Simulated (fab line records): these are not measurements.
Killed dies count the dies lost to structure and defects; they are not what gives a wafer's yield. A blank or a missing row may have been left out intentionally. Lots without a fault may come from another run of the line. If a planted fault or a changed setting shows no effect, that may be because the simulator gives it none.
Which tool was responsible?    flow ritCmos    13 lots, 39 wafers sampled, at 2 steps of a route of 202

WHAT THE GAUGES READ, wafer by wafer
RIT_SPACER_THK_MEAS_04. Usual: SPACER_NITRIDE_THK 249.2 nm, standard deviation 2.2.
lot   measured     on            SPACER_NITRIDE_THK (nm)  flag
L381  day 2 22:47  filmMetro-01  248.2 250.0 249.0        
L382  day 3 03:50  filmMetro-04  248.2 246.6 245.6        
L383  day 3 09:11  filmMetro-04  247.8 246.3 245.5        
L385  day 3 18:50  filmMetro-01  250.7 248.1 249.7        
L387  day 4 04:01  filmMetro-02  247.6 250.1 249.3        
L388  day 4 09:19  filmMetro-01  245.2 246.0 249.0        
L389  day 4 14:43  filmMetro-04  251.2 250.3 250.8        
L394  day 5 16:50  filmMetro-04  397.0 396.1 397.4        OFF
L398  day 6 12:53  filmMetro-02  249.2 252.7 250.9        
L401  day 7 02:01  filmMetro-01  249.8 250.3 252.4        
L402  day 7 07:21  filmMetro-01  250.2 247.6 246.7        
L403  day 7 11:44  filmMetro-02  253.5 253.9 251.9        
L404  day 7 17:40  filmMetro-02  251.4 251.2 250.8        

WHICH TOOL RAN EACH LOT (tool, then ch and the chambers of the sampled wafers, then the start)
lot   RIT_SPACER_CVD_03
L381  lpcvd-02 ch 0, day 2 20:52
L382  lpcvd-02 ch 1, day 3 01:55
L383  lpcvd-01 ch 1, day 3 07:17
L385  lpcvd-01 ch 1, day 3 16:54
L387  lpcvd-01 ch 0, day 4 02:06
L388  lpcvd-01 ch 0, day 4 07:23
L389  lpcvd-02 ch 0, day 4 12:47
L394  lpcvd-01 ch 1, day 5 14:53
L398  lpcvd-02 ch 1, day 6 10:58
L401  lpcvd-02 ch 0, day 7 00:04
L402  lpcvd-02 ch 1, day 7 05:26
L403  lpcvd-02 ch 0, day 7 09:49
L404  lpcvd-02 ch 0, day 7 15:44
- RIT_SPACER_CVD_03: deposits Si3N4 from SiH2Cl2/NH3, target thk 250 nm, time 3300 s.

WHAT THE TOOLS THEMSELVES READ (means of the sampled wafers that have a number; where no wafer has one, the mark that the record gives instead)
RIT_SPACER_CVD_03. Usual: zonePowerCentrePct 38 %, standard deviation 3.3.
lot   tool      zonePowerCentrePct (%)  flag
L381  lpcvd-02  35                      
L382  lpcvd-02  34                      
L383  lpcvd-01  41                      
L385  lpcvd-01  42                      
L387  lpcvd-01  40                      
L388  lpcvd-01  40                      
L389  lpcvd-02  35                      
L394  lpcvd-01  42                      
L398  lpcvd-02  34                      
L401  lpcvd-02  35                      
L402  lpcvd-02  34                      
L403  lpcvd-02  34                      
L404  lpcvd-02  34                      

THE ANSWER, worked out from the rows above alone
Rule: a lot is off if the mean of its wafers that have a number lies more than 3 standard deviations from the usual mean. A lot without any number at a reading at which 4 lots or more have one is off too. The other lots that the step has rows for count as sound. Order of review: gauges by route order, followed by the tools' own readings, for which a lot's mean as printed above is used. The first step at which some lot is off is used, and at that step the reading that is off furthest; a lot without a number counts as furthest.
Off: at RIT_SPACER_THK_MEAS_04 (SPACER_NITRIDE_THK), L394.
A tool fits if, at a process step before that reading, it ran every lot that is off, and no sound lot after the first of them. Those tools and the gauges at RIT_SPACER_THK_MEAS_04 are tried in the same way. Undecided on this evidence; 2 tools fit (lpcvd-01 at RIT_SPACER_CVD_03, filmMetro-04 at RIT_SPACER_THK_MEAS_04).

WHAT WAS PUT IN BY THE SIMULATOR
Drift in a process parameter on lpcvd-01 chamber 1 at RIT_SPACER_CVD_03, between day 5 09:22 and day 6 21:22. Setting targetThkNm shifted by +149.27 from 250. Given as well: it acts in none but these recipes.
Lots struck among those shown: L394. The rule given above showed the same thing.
